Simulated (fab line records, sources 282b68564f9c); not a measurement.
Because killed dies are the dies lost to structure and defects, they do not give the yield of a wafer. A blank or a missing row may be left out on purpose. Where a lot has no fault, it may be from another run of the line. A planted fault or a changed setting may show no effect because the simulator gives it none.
fab line records	flow rit_cmos
record: lots: 5	wafers: 23
route steps=202 shown SPACER@128 PSD@143 SDANNEAL@154 CONTACT@168 M1@190
start_h: hours from the record's opening day to when the first of the lot's shown wafers began	wait_h: hours elapsed since this lot's preceding step	" same as the row above	L1.1+2: several wafers, shown together as one row	- either no value or no given start	* or withheld: withheld	< > ~ a bound
route shown NAME@n: a module of which the file shows steps, and the number in the route of the first	usual: mean/standard deviation taken from wafers without a fault	same: alike in all rows	chamber/n: place in a boat	sites: per-site readings	_std_site: standard deviation across them	_edge_site: mean of outer sites minus mean of inner sites	radius_mm: how far each site lies from the wafer's centre	mask NAME#n: copy n	behind: the last tool/chamber to shape the wafer	hold: why the lot was held/for how many hours/how that ended	device: the transistor (n, p or np) that didn't switch	end of line: the route-end tests of the same wafers	step lacking rows: just its recipe	killed: not the wafer's yield, but the dies lost to structure and defects at the first sort	map: a wafer's dies, marking killed ones x, the rest . and places with no die _
set.NAME: the setting that was run; set.NAME@STEP: the one run at that earlier step	model.NAME: the simulator's own value behind a step, which no gauge read
lots run with intentionally changed settings; tables by step, rows by wafer
== steps ==
step: RIT_SPACER_CVD_03
recipe: material: Si3N4	target_thk_nm: 250	temp_c: 810	precursor: SiH2Cl2/NH3	time_s: 3300	pressure_mtorr: 300	sih2cl2_flow_sccm: 60	nh3_flow_sccm: 150
lot.wafer	tool	chamber	start_h	wait_h	set.time_s	model.Si3N4_of_SPACER_CVD_03.thk_nm
L074.1	-	-	-	0.0	3100	233.2
L074.2	"	-	"	"	3100	232.8
L074.4	"	-	"	"	3100	233.1
L074.5	"	-	"	"	3100	234.1
L074.6	"	-	"	"	3100	232.9
L078.1+5	-	-	-	0.0	3449	257.7
L078.2	"	-	"	"	3449	258
L078.3	"	-	"	"	3449	257.1
L078.4	"	-	"	"	3449	256.7
L081.4	lpcvd-01	1	79.45	0.0	3300	251
L081.5	"	1	"	"	3300	249.1
L081.6	"	1	"	"	3300	250.5
L082.1	-	-	-	0.2	2985	230.6
L082.3	"	-	"	"	2985	230.8
L082.4	"	-	"	"	2985	230.5
L082.5	"	-	"	"	2985	228
L082.6	"	-	"	"	2985	231
L083.1	-	-	-	0.4	3300	256.2
L083.2	"	-	"	"	3300	251.8
L083.3	"	-	"	"	3300	254.6
L083.4	"	-	"	"	3300	253.5
L083.5	"	-	"	"	3300	253.3
step: RIT_SPACER_THK_MEAS_04
recipe: reads: Si3N4_of_SPACER_CVD_03
usual: SPACER_NITRIDE_THK: 249/3.1
lot.wafer	tool	chamber	start_h	wait_h	set.time_s@SPACER_CVD_03	SPACER_NITRIDE_THK[nm]
L074.1	film_metro-02	-	-	-	3100	233
L074.2	"	-	"	"	3100	233
L074.4	"	-	"	"	3100	233
L074.5	"	-	"	"	3100	234
L074.6	"	-	"	"	3100	233
L078.1	film_metro-02	-	-	-	3449	258
L078.2	"	-	"	"	3449	258
L078.3	"	-	"	"	3449	257
L078.4	"	-	"	"	3449	257
L078.5	"	-	"	"	3449	258
L081.4	film_metro-02	-	81.40	0.0	3300	251
L081.5	"	-	"	"	3300	249
L081.6	"	-	"	"	3300	250
L082.1	film_metro-02	-	-	-	2985	231
L082.3	"	-	"	"	2985	231
L082.4	"	-	"	"	2985	230
L082.5	"	-	"	"	2985	228
L082.6	"	-	"	"	2985	231
L083.1	film_metro-01	-	-	-	3300	256
L083.2	"	-	"	"	3300	252
L083.3	"	-	"	"	3300	255
L083.4	"	-	"	"	3300	254
L083.5	"	-	"	"	3300	253
step: RIT_SPACER_ETCHBACK_05
recipe: target_depth_a: 2500	SF6_flow_sccm: 30	CHF3_flow_sccm: 30	target: Si3N4	chemistry: SF6/CHF3	pressure_mtorr: 40	rf_w: 250	time_s: 240	stop_on: SiO2
lot.wafer	tool	chamber	start_h	wait_h	set.time_s@SPACER_CVD_03	model.etch.depth_nm	model.Si3N4_of_SPACER_CVD_03.thk_nm
L074.1	rie_diel-03	3	50.79	0.1	3100	233.2	180.9
L074.2	"	2	"	"	3100	232.8	183
L074.4	"	0	"	"	3100	233.1	183.3
L074.5	"	3	"	"	3100	234.1	182.3
L074.6	"	0	"	"	3100	232.9	182.8
L078.1	rie_diel-03	1	67.77	0.1	3449	257.7	202.9
L078.2	"	3	"	"	3449	258	201.5
L078.3	"	2	"	"	3449	257.1	202.4
L078.4	"	0	"	"	3449	256.7	202.3
L078.5	"	3	"	"	3449	257.7	201.5
L081.4	rie_diel-04	3	81.43	0.0	3300	251	196.7
L081.5	"	1	"	"	3300	249.1	194.4
L081.6	"	2	"	"	3300	250.5	194.4
L082.1	rie_diel-02	1	85.51	0.1	2985	230.6	180.4
L082.3	"	3	"	"	2985	230.8	179.9
L082.4	"	1	"	"	2985	230.5	180.5
L082.5	"	0	"	"	2985	228	178.1
L082.6	"	3	"	"	2985	231	180
L083.1	rie_diel-04	2	95.51	0.1	3300	256.2	199.4
L083.2	"	0	"	"	3300	251.8	196.9
L083.3	"	3	"	"	3300	254.6	199.7
L083.4	"	1	"	"	3300	253.5	198.1
L083.5	"	3	"	"	3300	253.3	198.9
step: RIT_PSD_COAT_01
recipe: resist: NOVOLAK	spin_rpm: 3250	resist_thk_nm: 1000
lot.wafer	tool	chamber	start_h	wait_h	set.spin_rpm	model.NOVOLAK_of_PSD_COAT_01.thk_nm
L074.1	litho_track-02	0	52.51	0.1	3250	1006
L074.2+4+5	"	0	"	"	3250	1004
L074.6	"	0	"	"	3250	1002
L078.1+4	litho_track-01	0	69.79	0.1	3250	1006
L078.2	"	0	"	"	3250	1004
L078.3	"	0	"	"	3078	1032
L078.5	"	0	"	"	3078	1036
L081.4+5+6	litho_track-04	0	83.59	0.1	3250	1004
L082.1	litho_track-02	0	87.27	0.1	3250	998.1
L082.3	"	0	"	"	3250	999
L082.4	"	0	"	"	3392	975.7
L082.5	"	0	"	"	3392	976.3
L082.6	"	0	"	"	3392	977.4
L083.1+4+5	litho_track-02	0	97.58	0.1	3250	1003
L083.2	"	0	"	"	3250	1004
L083.3	"	0	"	"	3250	1002
step: RIT_PSD_HARDBAKE_07
recipe: resist: NOVOLAK	temp_c: 140	time_s: 60
lot.wafer	tool	chamber	start_h	wait_h	set.temp_c	set.spin_rpm@PSD_COAT_01	model.NOVOLAK_of_PSD_COAT_01.thk_nm
L074.1	litho_track-04	0	53.25	0.0	140	3250	889.4
L074.2	"	0	"	"	140	3250	887.4
L074.4	"	0	"	"	141.7	3250	885.3
L074.5	"	0	"	"	140	3250	887.2
L074.6	"	0	"	"	141.7	3250	883.6
L078.1+4	litho_track-02	0	70.65	0.0	140	3250	889.1
L078.2	"	0	"	"	140	3250	887.7
L078.3	"	0	"	"	140	3078	911.5
L078.5	"	0	"	"	140	3078	915.6
L081.4	litho_track-02	0	84.32	0.1	140	3250	887
L081.5+6	"	0	"	"	140	3250	887.1
L082.1	litho_track-01	0	88.01	0.0	140	3250	882.2
L082.3	"	0	"	"	138.9	3250	884.6
L082.4	"	0	"	"	138.9	3392	864
L082.5	"	0	"	"	140	3392	863
L082.6	"	0	"	"	138.9	3392	865.5
L083.1	litho_track-02	0	98.32	0.0	140	3250	886.4
L083.2	"	0	"	"	140	3250	887.5
L083.3	"	0	"	"	143.7	3250	880.6
L083.4	"	0	"	"	140	3250	886.2
L083.5	"	0	"	"	143.7	3250	882
step: RIT_SDANNEAL_CLEAN_01
recipe: chemistry: dHF	dilution: 50:1	time_s: 30
lot.wafer	tool	chamber	start_h	wait_h	set.time_s	model.SiO2_of_FOX2_OXIDATION_00.thk_nm
L074.1	-	-	-	0.0	30	166.2
L074.2	"	-	"	"	30	165.1
L074.4	"	-	"	"	30	163.7
L074.5	"	-	"	"	30	160.6
L074.6	"	-	"	"	30	168
L078.1	-	-	-	0.0	32.08	187.6
L078.2	"	-	"	"	32.08	189.4
L078.3	"	-	"	"	32.08	185.9
L078.4	"	-	"	"	32.08	184.4
L078.5	"	-	"	"	32.08	185.7
L081.4	wet_bench-04	1	84.96	0.0	30	162.2
L081.5	"	1	"	"	30	160.7
L081.6	"	1	"	"	30	154.7
L082.1	-	-	-	0.0	30	168.2
L082.3	"	-	"	"	30	176.5
L082.4	"	-	"	"	30	180.5
L082.5	"	-	"	"	30	176.3
L082.6	"	-	"	"	30	173
L083.1	-	-	-	0.0	26.46	141.1
L083.2	"	-	"	"	26.46	139.7
L083.3	"	-	"	"	26.46	140.4
L083.4	"	-	"	"	26.46	137.4
L083.5	"	-	"	"	26.46	136.3
step: RIT_CONTACT_CVD_00
recipe: material: SiO2	target_thk_nm: 400	precursor: TEOS	temp_c: 390	time_s: 61	rf_w: 400
lot.wafer	tool	chamber	start_h	wait_h	set.time_s	model.SiO2_of_CONTACT_CVD_00.thk_nm
L074.1	pecvd-04	1	55.21	0.1	61	397
L074.2	"	0	"	"	61	399.4
L074.4+6	"	2,1	"	"	61	408.1
L074.5	"	0	"	"	61	403.6
L078.1	pecvd-02	2	72.63	0.1	61	399.9
L078.2	"	1	"	"	61	398.1
L078.3	"	0	"	"	64.66	420.1
L078.4	"	2	"	"	64.66	425.7
L078.5	"	1	"	"	61	408.4
L081.4	pecvd-02	1	86.24	0.0	61	404.6
L081.5	"	0	"	"	61	401.8
L081.6	"	2	"	"	61	401.5
L082.1	pecvd-03	0	89.97	0.1	61	393.7
L082.3	"	2	"	"	61	395.5
L082.4	"	0	"	"	61	399.8
L082.5	"	2	"	"	61	401.3
L082.6	"	1	"	"	61	398.4
L083.1	pecvd-04	2	100.31	0.1	65.07	426.4
L083.2	"	0	"	"	61	395.8
L083.3	"	1	"	"	61	396.8
L083.4	"	2	"	"	65.07	434.9
L083.5	"	0	"	"	65.07	432.4
step: RIT_CONTACT_THK_MEAS_01
recipe: reads: SiO2_of_CONTACT_CVD_00
usual: CONTACT_TEOS_THK: 401/5
lot.wafer	tool	chamber	start_h	wait_h	set.time_s@CONTACT_CVD_00	CONTACT_TEOS_THK[nm]
L074.1	film_metro-03	-	55.26	0.0	61	397
L074.2	"	-	"	"	61	399
L074.4	"	-	"	"	61	408
L074.5	"	-	"	"	61	403
L074.6	"	-	"	"	61	408
L078.1	film_metro-01	-	72.68	0.0	61	400
L078.2	"	-	"	"	61	398
L078.3	"	-	"	"	64.66	420
L078.4	"	-	"	"	64.66	426
L078.5	"	-	"	"	61	409
L081.4	film_metro-01	-	86.29	0.0	61	404
L081.5	"	-	"	"	61	402
L081.6	"	-	"	"	61	402
L082.1	film_metro-04	-	90.02	0.0	61	394
L082.3	"	-	"	"	61	396
L082.4	"	-	"	"	61	400
L082.5	"	-	"	"	61	401
L082.6	"	-	"	"	61	399
L083.1	film_metro-04	-	100.36	0.0	65.07	426
L083.2	"	-	"	"	61	396
L083.3	"	-	"	"	61	397
L083.4	"	-	"	"	65.07	435
L083.5	"	-	"	"	65.07	432
step: RIT_CONTACT_DEVELOP_07
recipe: resist: NOVOLAK	develop_time_s: 120	dev_temp_c: 23
lot.wafer	tool	chamber	start_h	wait_h	set.develop_time_s
L074.1+6	litho_track-03	0	-	-	120
L074.2+4+5	"	0	"	"	129.7
L078.1+4+5	litho_track-01	0	-	-	129.8
L078.2+3	"	0	"	"	120
L081.4+5+6	litho_track-04	0	-	-	120
L082.1+5+6	litho_track-01	0	-	-	127.5
L082.3+4	"	0	"	"	120
L083.1+4	litho_track-03	0	-	-	120
L083.2+3+5	"	0	"	"	127.7
step: RIT_CONTACT_CD_MEAS_08
recipe: target_cd_nm: 1000
usual: cd_nm: 999.1/2.7
lot.wafer	tool	chamber	start_h	wait_h	set.develop_time_s@CONTACT_DEVELOP_07	cd_nm
L074.1	cd_sem-01	-	56.32	-	120	1003.1
L074.2	"	-	"	"	129.7	1007.7
L074.4	"	-	"	"	129.7	1007.6
L074.5	"	-	"	"	129.7	1010.0
L074.6	"	-	"	"	120	1001.3
L078.1	cd_sem-01	-	73.86	-	129.8	1005.0
L078.2	"	-	"	"	120	1001.4
L078.3	"	-	"	"	120	997.8
L078.4	"	-	"	"	129.8	1005.5
L078.5	"	-	"	"	129.8	1005.2
L081.4	cd_sem-02	-	87.43	-	120	999.5
L081.5	"	-	"	"	120	999.0
L081.6	"	-	"	"	120	1000.4
L082.1	cd_sem-01	-	91.17	-	127.5	1002.8
L082.3	"	-	"	"	120	1000.8
L082.4	"	-	"	"	120	998.3
L082.5	"	-	"	"	127.5	1002.0
L082.6	"	-	"	"	127.5	1004.3
L083.1	cd_sem-02	-	101.52	-	120	1000.4
L083.2	"	-	"	"	127.7	1007.2
L083.3	"	-	"	"	127.7	1008.1
L083.4	"	-	"	"	120	1000.9
L083.5	"	-	"	"	127.7	1008.7
step: RIT_CONTACT_ETCH_11
recipe: target_depth_a: 4800	over_etch_frac: 0.2	stop_on: TiSi2	chemistry: CHF3/CF4/Ar	target: SiO2	CHF3_flow_sccm: 50	cf4_flow_sccm: 10	Ar_flow_sccm: 100	O2_flow_sccm: 5	pressure_mtorr: 100	rf_w: 200	time_s: 320
lot.wafer	tool	chamber	start_h	wait_h	set.over_etch_frac	set.time_s@CONTACT_CVD_00	set.develop_time_s@CONTACT_DEVELOP_07	model.CONTACT.feature_depth_nm	model.etch.depth_nm	model.CONTACT.cd_nm
L074.1	rie_diel-03	3	56.62	0.1	0.2272	61	120	397	397	1003
L074.2	"	0	"	"	0.2272	61	129.7	399.4	399.4	1007
L074.4	"	2	"	"	0.2272	61	129.7	408.1	408.1	1008
L074.5	"	2	"	"	0.2	61	129.7	403.6	403.6	1010
L074.6	"	1	"	"	0.2	61	120	408.1	408.1	1001
L078.1	rie_diel-03	1	74.17	0.1	0.2171	61	129.8	399.9	399.9	1005
L078.2	"	2	"	"	0.2171	61	120	398.1	398.1	1001
L078.3	"	1	"	"	0.2171	64.66	120	420.1	420.1	998
L078.4	"	2	"	"	0.2	64.66	129.8	425.7	425.7	1006
L078.5	"	2	"	"	0.2	61	129.8	408.4	408.4	1005
L081.4	rie_diel-04	3	87.67	0.1	0.2	61	120	404.6	404.6	999.9
L081.5	"	3	"	"	0.2	61	120	401.8	401.8	999.5
L081.6	"	0	"	"	0.2	61	120	401.5	401.5	1001
L082.1	rie_diel-03	1	91.53	0.1	0.2	61	127.5	393.7	393.7	1003
L082.3	"	2	"	"	0.2	61	120	395.5	395.5	1001
L082.4	"	0	"	"	0.2	61	120	399.8	399.8	998.1
L082.5	"	2	"	"	0.2	61	127.5	401.3	401.3	1002
L082.6	"	1	"	"	0.2	61	127.5	398.4	398.4	1005
L083.1	rie_diel-04	2	101.82	0.1	0.2	65.07	120	426.4	426.4	1001
L083.2	"	3	"	"	0.2	61	127.7	395.8	395.8	1007
L083.3	"	0	"	"	0.2556	61	127.7	396.8	396.8	1009
L083.4	"	1	"	"	0.2556	65.07	120	434.9	434.9	1001
L083.5	"	2	"	"	0.2556	65.07	127.7	432.4	432.4	1009
step: RIT_CONTACT_STRIP_12
recipe: chemistry: O2	time_s: 180	resist: NOVOLAK	platen_temp_c: withheld	power_w: 500	pressure_mtorr: 4000	o2_flow_sccm: 4000
step: RIT_CONTACT_CD_MEAS_90
recipe: target_cd_nm: 1000
usual: cd_nm: 999.2/2.7
lot.wafer	tool	chamber	start_h	wait_h	set.develop_time_s@CONTACT_DEVELOP_07	cd_nm
L074.1	cd_sem-02	-	56.99	0.1	120	1003.7
L074.2	"	-	"	"	129.7	1007.0
L074.4	"	-	"	"	129.7	1007.9
L074.5	"	-	"	"	129.7	1010.4
L074.6	"	-	"	"	120	1001.1
L078.1	cd_sem-01	-	74.63	0.1	129.8	1005.4
L078.2	"	-	"	"	120	1001.0
L078.3	"	-	"	"	120	998.2
L078.4	"	-	"	"	129.8	1005.6
L078.5	"	-	"	"	129.8	1004.5
L081.4	cd_sem-02	-	88.10	0.1	120	999.9
L081.5	"	-	"	"	120	999.2
L081.6	"	-	"	"	120	1000.8
L082.1	cd_sem-01	-	91.89	0.1	127.5	1003.4
L082.3	"	-	"	"	120	1000.6
L082.4	"	-	"	"	120	998.1
L082.5	"	-	"	"	127.5	1001.9
L082.6	"	-	"	"	127.5	1004.8
L083.1	cd_sem-02	-	102.19	0.1	120	1001.1
L083.2	"	-	"	"	127.7	1007.4
L083.3	"	-	"	"	127.7	1008.6
L083.4	"	-	"	"	120	1000.6
L083.5	"	-	"	"	127.7	1008.6
step: RIT_M1_EXPOSE_06
recipe: mask_id: M12	na: 0.6	source_shape: conventional	sigma_outer: 0.5	target_cd_nm: 2600	dose_mj: 250
lot.wafer	tool	chamber	start_h	wait_h	mask	set.dose_mj
L074.1+5+6	iline_stepper-02	0	58.53	0.2	M12#0	250
L074.2+4	"	0	"	"	M12#0	243.8
L078.1+2+3+4+5	iline_stepper-01	0	76.17	0.2	M12#0	250
L081.4+5+6	iline_stepper-01	0	89.49	0.1	M12#0	250
L082.1+3+4	iline_stepper-01	0	93.30	0.1	M12#0	236.1
L082.5+6	"	0	"	"	M12#0	250
L083.1+2+5	iline_stepper-02	0	103.78	0.2	M12#0	250
L083.3+4	"	0	"	"	M12#0	235.5
step: RIT_M1_PEB_07
recipe: resist: NOVOLAK	temp_c: withheld	time_s: withheld
step: RIT_M1_DEVELOP_08
recipe: resist: NOVOLAK	develop_time_s: 68	dev_temp_c: 24.13
lot.wafer	tool	chamber	start_h	wait_h	set.dose_mj@M1_EXPOSE_06	model.M1.cd_nm
L074.1+6	litho_track-03	0	-	-	250	2596
L074.2	"	0	"	"	243.8	2604
L074.4	"	0	"	"	243.8	2600
L074.5	"	0	"	"	250	2594
L078.1+2+4	litho_track-03	0	-	-	250	2603
L078.3	"	0	"	"	250	2602
L078.5	"	0	"	"	250	2605
L081.4+6	litho_track-01	0	-	-	250	2601
L081.5	"	0	"	"	250	2600
L082.1	litho_track-03	0	-	-	236.1	2617
L082.3	"	0	"	"	236.1	2618
L082.4	"	0	"	"	236.1	2619
L082.5	"	0	"	"	250	2606
L082.6	"	0	"	"	250	2601
L083.1+2	litho_track-01	0	-	-	250	2595
L083.3+4	"	0	"	"	235.5	2610
L083.5	"	0	"	"	250	2593
step: RIT_M1_CD_MEAS_09
recipe: target_cd_nm: 2600
usual: cd_nm: 2601/3.6
lot.wafer	tool	chamber	start_h	wait_h	set.dose_mj@M1_EXPOSE_06	cd_nm
L074.1	cd_sem-02	-	58.96	-	250	2595
L074.2	"	-	"	"	243.8	2604
L074.4	"	-	"	"	243.8	2600
L074.5	"	-	"	"	250	2594
L074.6	"	-	"	"	250	2596
L078.1	cd_sem-02	-	76.60	-	250	2603
L078.2	"	-	"	"	250	2603
L078.3	"	-	"	"	250	2601
L078.4	"	-	"	"	250	2603
L078.5	"	-	"	"	250	2605
L081.4	cd_sem-01	-	89.93	-	250	2601
L081.5	"	-	"	"	250	2600
L081.6	"	-	"	"	250	2601
L082.1	cd_sem-01	-	93.73	-	236.1	2617
L082.3	"	-	"	"	236.1	2618
L082.4	"	-	"	"	236.1	2619
L082.5	"	-	"	"	250	2606
L082.6	"	-	"	"	250	2601
L083.1	cd_sem-02	-	104.21	-	250	2595
L083.2	"	-	"	"	250	2595
L083.3	"	-	"	"	235.5	2610
L083.4	"	-	"	"	235.5	2610
L083.5	"	-	"	"	250	2593
step: RIT_M1_METAL_ETCH_12
recipe: stop_on: SiO2	chemistry: Cl2/BCl3	target: Al	time_s: 165	over_etch_frac: 0.5	pressure_mtorr: 100	target_depth_a: 6000	rf_w: 250	Cl2_flow_sccm: 60	bcl3_flow_sccm: 50
lot.wafer	tool	chamber	start_h	wait_h	set.time_s	set.time_s@CONTACT_CVD_00	set.dose_mj@M1_EXPOSE_06	model.SiO2_of_CONTACT_CVD_00.thk_nm	model.M1.cd_nm	model.NOVOLAK_of_M1_COAT_04.thk_nm
L074.1	rie_metal-02	0	59.37	0.2	165	61	250	360.7	2597	810.7
L074.2	"	1	"	"	165	61	243.8	362.4	2606	806.1
L074.4	"	1	"	"	140.9	61	243.8	375.9	2604	851.3
L074.5	"	0	"	"	140.9	61	250	371.8	2599	856.3
L074.6	"	1	"	"	140.9	61	250	375.7	2600	850.1
L078.1	rie_metal-04	1	77.00	0.2	184.1	61	250	359.6	2600	774.6
L078.2	"	0	"	"	165	61	250	361	2602	800.9
L078.3	"	1	"	"	184.1	64.66	250	379.8	2599	770.6
L078.4	"	0	"	"	184.1	64.66	250	384.7	2600	758.9
L078.5	"	0	"	"	165	61	250	371.5	2605	804.9
L081.4	rie_metal-04	1	90.33	0.1	165	61	250	368.1	2602	812.4
L081.5	"	1	"	"	165	61	250	365.4	2601	809.9
L081.6	"	0	"	"	165	61	250	364.3	2602	799.9
L082.1	rie_metal-03	0	94.14	0.2	178.6	61	236.1	352.3	2612	761
L082.3	"	1	"	"	165	61	236.1	359.3	2619	812.3
L082.4	"	0	"	"	165	61	236.1	360.9	2614	791.5
L082.5	"	0	"	"	165	61	250	363.1	2603	796.8
L082.6	"	1	"	"	178.6	61	250	359.6	2600	791.1
L083.1	rie_metal-02	0	104.61	0.2	165	65.07	250	390.3	2593	809.1
L083.2	"	1	"	"	148.8	61	250	361.9	2595	836.2
L083.3	"	1	"	"	165	61	235.5	359.5	2607	796.2
L083.4	"	0	"	"	148.8	65.07	235.5	401.9	2612	841.9
L083.5	"	0	"	"	165	65.07	250	396.2	2591	807.2
step: RIT_M1_STRIP_13
recipe: chemistry: nmp	resist: NOVOLAK	temp_c: 80	time_s: 600	dry: n2_spin
step: RIT_M1_STRIP_14
recipe: chemistry: O2	time_s: 180	platen_temp_c: withheld	power_w: 500	pressure_mtorr: 4000	o2_flow_sccm: 4000
step: RIT_M1_CD_MEAS_90
recipe: target_cd_nm: 2600
usual: cd_nm: 2601/4.1
lot.wafer	tool	chamber	start_h	wait_h	set.dose_mj@M1_EXPOSE_06	cd_nm
L074.1	cd_sem-02	-	59.89	0.1	250	2597
L074.2	"	-	"	"	243.8	2606
L074.4	"	-	"	"	243.8	2604
L074.5	"	-	"	"	250	2599
L074.6	"	-	"	"	250	2600
L078.1	cd_sem-02	-	77.52	0.1	250	2600
L078.2	"	-	"	"	250	2602
L078.3	"	-	"	"	250	2599
L078.4	"	-	"	"	250	2601
L078.5	"	-	"	"	250	2605
L081.4	cd_sem-01	-	90.84	0.1	250	2602
L081.5	"	-	"	"	250	2601
L081.6	"	-	"	"	250	2602
L082.1	cd_sem-01	-	94.68	0.1	236.1	2611
L082.3	"	-	"	"	236.1	2619
L082.4	"	-	"	"	236.1	2614
L082.5	"	-	"	"	250	2603
L082.6	"	-	"	"	250	2600
L083.1	cd_sem-02	-	105.13	0.1	250	2593
L083.2	"	-	"	"	250	2595
L083.3	"	-	"	"	235.5	2607
L083.4	"	-	"	"	235.5	2612
L083.5	"	-	"	"	250	2592
== key ==
split: step: RIT_SPACER_CVD_03	setting: time_s	stated: 3300	by: lot
response: step: RIT_SPACER_CVD_03	reading: model.Si3N4_of_SPACER_CVD_03.thk_nm	change: +2.17	per: 1%	r: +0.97
response: step: RIT_SPACER_THK_MEAS_04	reading: SPACER_NITRIDE_THK	change: +2.17	per: 1%	r: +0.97
response: step: RIT_SPACER_ETCHBACK_05	reading: model.etch.depth_nm	change: +2.17	per: 1%	r: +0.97
response: step: RIT_SPACER_ETCHBACK_05	reading: model.Si3N4_of_SPACER_CVD_03.thk_nm	change: +1.75	per: 1%	r: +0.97
split: step: RIT_PSD_COAT_01	setting: spin_rpm	stated: 3250	by: wafer
response: step: RIT_PSD_COAT_01	reading: model.NOVOLAK_of_PSD_COAT_01.thk_nm	change: -5.26	per: 1%	r: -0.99
response: step: RIT_PSD_HARDBAKE_07	reading: model.NOVOLAK_of_PSD_COAT_01.thk_nm	change: -4.59	per: 1%	r: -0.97
split: step: RIT_PSD_HARDBAKE_07	setting: temp_c	stated: 140	by: wafer
response none clear
split: step: RIT_SDANNEAL_CLEAN_01	setting: time_s	stated: 30	by: lot
response: step: RIT_SDANNEAL_CLEAN_01	reading: model.SiO2_of_FOX2_OXIDATION_00.thk_nm	change: +2.52	per: 1%	r: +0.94
split: step: RIT_CONTACT_CVD_00	setting: time_s	stated: 61	by: wafer
response: step: RIT_CONTACT_CVD_00	reading: model.SiO2_of_CONTACT_CVD_00.thk_nm	change: +4.44	per: 1%	r: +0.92
response: step: RIT_CONTACT_THK_MEAS_01	reading: CONTACT_TEOS_THK	change: +4.43	per: 1%	r: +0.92
response: step: RIT_CONTACT_ETCH_11	reading: model.CONTACT.feature_depth_nm	change: +4.44	per: 1%	r: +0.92
response: step: RIT_CONTACT_ETCH_11	reading: model.etch.depth_nm	change: +4.44	per: 1%	r: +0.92
response: step: RIT_M1_METAL_ETCH_12	reading: model.SiO2_of_CONTACT_CVD_00.thk_nm	change: +4.29	per: 1%	r: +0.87
split: step: RIT_CONTACT_DEVELOP_07	setting: develop_time_s	stated: 120	by: wafer
response: step: RIT_CONTACT_CD_MEAS_08	reading: cd_nm	change: +0.778	per: 1%	r: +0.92
response: step: RIT_CONTACT_ETCH_11	reading: model.CONTACT.cd_nm	change: +0.783	per: 1%	r: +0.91
response: step: RIT_CONTACT_CD_MEAS_90	reading: cd_nm	change: +0.785	per: 1%	r: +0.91
split: step: RIT_CONTACT_ETCH_11	setting: over_etch_frac	stated: 0.2	by: wafer
response none clear
split: step: RIT_M1_EXPOSE_06	setting: dose_mj	stated: 250	by: wafer
response: step: RIT_M1_DEVELOP_08	reading: model.M1.cd_nm	change: -2.66	per: 1%	r: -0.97
response: step: RIT_M1_CD_MEAS_09	reading: cd_nm	change: -2.71	per: 1%	r: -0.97
response: step: RIT_M1_METAL_ETCH_12	reading: model.M1.cd_nm	change: -2.6	per: 1%	r: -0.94
response: step: RIT_M1_CD_MEAS_90	reading: cd_nm	change: -2.6	per: 1%	r: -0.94
split: step: RIT_M1_METAL_ETCH_12	setting: time_s	stated: 165	by: wafer
response: step: RIT_M1_METAL_ETCH_12	reading: model.NOVOLAK_of_M1_COAT_04.thk_nm	change: -3.11	per: 1%	r: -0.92
